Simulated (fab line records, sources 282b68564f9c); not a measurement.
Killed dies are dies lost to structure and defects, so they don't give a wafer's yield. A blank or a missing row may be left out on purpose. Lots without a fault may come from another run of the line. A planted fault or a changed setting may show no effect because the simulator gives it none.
Split-lot experiment | flow rit_cmos | 5 lots, 23 wafers read, on a route of 202 steps

THE SPLIT
At RIT_NRETRO_SOFTBAKE_02 (time 60 s), the setting temp_c was moved away from the recipe's 90 C on 10 of the 23 wafers read, by +2.0% to +3.7%. The other wafers ran this setting at the recipe's value.

The reading is taken at the split's own step.

THE READING
NOVOLAK_of_NRETRO_COAT_01.thk_nm (the simulator's own value, which no gauge read), in nm, at RIT_NRETRO_SOFTBAKE_02 (time 60 s). The file gives no usual value for it. The 13 wafers here that ran the recipe average 1304 nm, standard deviation 5 nm.

wafer  | tool, chamber at the split | temp_c as run, C | against the recipe | NOVOLAK_of_NRETRO_COAT_01.thk_nm, nm | against lot-mates on the recipe
L076.1 | litho_track-02, 0          | 90               | recipe             | 1308                                 | -
L076.4 | litho_track-02, 0          | 90               | recipe             | 1314                                 | -
L076.5 | litho_track-02, 0          | 90               | recipe             | 1307                                 | -
L079.2 | litho_track-03, 0          | 92.88            | +3.2%              | 1292                                 | -8
L079.6 | litho_track-03, 0          | 92.88            | +3.2%              | 1292                                 | -8
L079.3 | litho_track-03, 0          | 90               | recipe             | 1301                                 | -
L079.4 | litho_track-03, 0          | 92.88            | +3.2%              | 1289                                 | -12
L079.5 | litho_track-03, 0          | 90               | recipe             | 1300                                 | -
L081.1 | litho_track-02, 0          | 90               | recipe             | 1311                                 | -
L081.3 | litho_track-02, 0          | 90               | recipe             | 1306                                 | -
L081.4 | litho_track-02, 0          | 91.77            | +2.0%              | 1302                                 | -5
L081.5 | litho_track-02, 0          | 90               | recipe             | 1303                                 | -
L081.6 | litho_track-02, 0          | 91.77            | +2.0%              | 1296                                 | -11
L082.1 | litho_track-03, 0          | 91.97            | +2.2%              | 1290                                 | -10
L082.3 | litho_track-03, 0          | 90               | recipe             | 1300                                 | -
L082.4 | litho_track-03, 0          | 90               | recipe             | 1300                                 | -
L082.5 | litho_track-03, 0          | 91.97            | +2.2%              | 1291                                 | -9
L082.6 | litho_track-03, 0          | 91.97            | +2.2%              | 1295                                 | -5
L084.1 | litho_track-04, 0          | 90               | recipe             | 1298                                 | -
L084.5 | litho_track-04, 0          | 90               | recipe             | 1298                                 | -
L084.3 | litho_track-04, 0          | 90               | recipe             | 1300                                 | -
L084.4 | litho_track-04, 0          | 93.33            | +3.7%              | 1286                                 | -13
L084.6 | litho_track-04, 0          | 93.33            | +3.7%              | 1288                                 | -11

THE FIT
A straight line over all 23 wafers: NOVOLAK_of_NRETRO_COAT_01.thk_nm changes by -4.22 nm for each +1% of temp_c; r = -0.82; the points scatter about the line by 4.4 nm.
The same after taking each lot's own level away (the mean of its wafers on the recipe; 23 wafers): -3.2 nm for each +1%; r = -0.90; scatter 2.3 nm.
On that fit, the largest move of temp_c shifts the reading by 12 nm.
The lots' own levels span 1298.7 to 1309.7 nm, that is 2.2 times the standard deviation above.
So the lot-to-lot level changes the slope: the two fits differ.
Check: with one of the wafers moved furthest among these (+3.7%) left out of the fit, the line predicts -11.8 nm for it against its lot-mates. It came out at -12.7 nm against them.

OTHER SPLITS ON THESE WAFERS
These wafers also went through other splits before the reading. Each is held against what the fit with the lots' levels taken away leaves over:
other split on the same wafers  | wafers away from the commonest value | r with NOVOLAK_of_NRETRO_COAT_01.thk_nm (lot level and that fit taken away)
RIT_ACTIVE_CVD_03 temp_c        | 15                                   | +0.13
RIT_ACTIVE_COAT_06 spin_rpm     | 8                                    | -0.23
RIT_ACTIVE_ETCH_13 time_s       | 10                                   | +0.16
RIT_FOX2_OXIDATION_00 temp_c    | 15                                   | -0.05
RIT_PWELL_COAT_01 resist_thk_nm | 10                                   | -0.32

THE FILE'S OWN FIT
NOVOLAK_of_NRETRO_COAT_01.thk_nm changes by -3.25 nm for each +1% of temp_c, r = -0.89.
